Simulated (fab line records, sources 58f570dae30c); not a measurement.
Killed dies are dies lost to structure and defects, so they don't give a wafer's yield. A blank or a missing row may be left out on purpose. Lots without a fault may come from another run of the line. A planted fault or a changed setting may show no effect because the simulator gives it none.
A sampling plan put to the test | flow berkeley_cmos170 | one fab line, 8 faults that these records tell of, each judged on the records of the lots that it struck
The plan is the line's own looks: the steps of the route at which a gauge or an inspection reads the wafer and doesn't change it. A look can be judged if struck wafers have a number there and the file gives its usual mean and standard deviation on fault-free wafers. Caught: at a look after the fault's first step, the mean of the struck wafers lies 4 or more of those standard deviations (sigma) from the usual mean. On the tool: the same test on the tool's own readings at the fault's steps. Another recipe on the struck wafers, or a record that is blank for them alone, also counts as caught.

THE FAULTS, as the simulator had put them in
1. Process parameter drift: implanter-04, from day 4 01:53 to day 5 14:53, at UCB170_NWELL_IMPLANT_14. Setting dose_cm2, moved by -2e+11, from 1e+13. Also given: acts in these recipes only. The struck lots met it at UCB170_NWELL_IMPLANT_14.
2. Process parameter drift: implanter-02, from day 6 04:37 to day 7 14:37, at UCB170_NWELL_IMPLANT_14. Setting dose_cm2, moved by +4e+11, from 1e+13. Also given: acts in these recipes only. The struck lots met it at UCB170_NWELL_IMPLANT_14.
3. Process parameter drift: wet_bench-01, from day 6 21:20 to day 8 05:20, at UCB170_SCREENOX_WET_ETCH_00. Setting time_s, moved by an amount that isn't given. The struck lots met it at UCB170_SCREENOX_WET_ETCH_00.
4. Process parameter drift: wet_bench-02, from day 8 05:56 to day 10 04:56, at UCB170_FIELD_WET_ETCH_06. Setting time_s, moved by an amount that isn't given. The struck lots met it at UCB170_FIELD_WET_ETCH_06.
5. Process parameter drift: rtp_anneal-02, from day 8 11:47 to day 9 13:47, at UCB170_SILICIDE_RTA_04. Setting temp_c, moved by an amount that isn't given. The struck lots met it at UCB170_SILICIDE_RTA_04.
6. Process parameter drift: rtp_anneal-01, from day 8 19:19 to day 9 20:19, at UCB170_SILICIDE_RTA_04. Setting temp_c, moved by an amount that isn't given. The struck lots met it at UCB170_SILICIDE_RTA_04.
7. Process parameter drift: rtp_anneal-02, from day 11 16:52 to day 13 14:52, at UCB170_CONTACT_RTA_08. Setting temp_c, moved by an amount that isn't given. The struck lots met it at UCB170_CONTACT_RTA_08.
8. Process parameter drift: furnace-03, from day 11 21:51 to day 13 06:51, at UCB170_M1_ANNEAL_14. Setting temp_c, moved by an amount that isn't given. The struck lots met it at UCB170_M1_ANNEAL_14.

WHAT THE PLAN SAW
fault | on the tool itself                    | first look that catches it                      | reading, sigma | median hours from its first step to that look | hours from the fault's start to the first struck lot there | judged looks passed uncaught
1     | dose_ions_cm2 -17 sigma               | not the one look that can be judged after it    | -              | -                                             | -                                                          | 1
2     | dose_ions_cm2 +36 sigma               | none of the 2 looks that can be judged after it | -              | -                                             | -                                                          | 2
3     | run_length_s -38 sigma                | none of the 2 looks that can be judged after it | -              | -                                             | -                                                          | 2
4     | only faintly: run_length_s -3.4 sigma | no look after it can be judged                  | -              | -                                             | -                                                          | 0
5     | lamp_power_pct +99 or beyond sigma    | no look after it can be judged                  | -              | -                                             | -                                                          | 0
6     | lamp_power_pct -5.6 sigma             | not the one look that can be judged after it    | -              | -                                             | -                                                          | 1
7     | lamp_power_pct +89 sigma              | none of the 3 looks that can be judged after it | -              | -                                             | -                                                          | 3
8     | spike_tc_load_C -41 sigma             | none of the 2 looks that can be judged after it | -              | -                                             | -                                                          | 2
A dash: the fault isn't caught, or these records don't give the number.

Caught at a look: 0 of 8. Caught on the tool: 7 of 8. By one or the other: 7 of 8.
Caught on the tool alone: faults 1, 2, 3, 5, 6, 7, 8.
Caught by neither: fault 4.
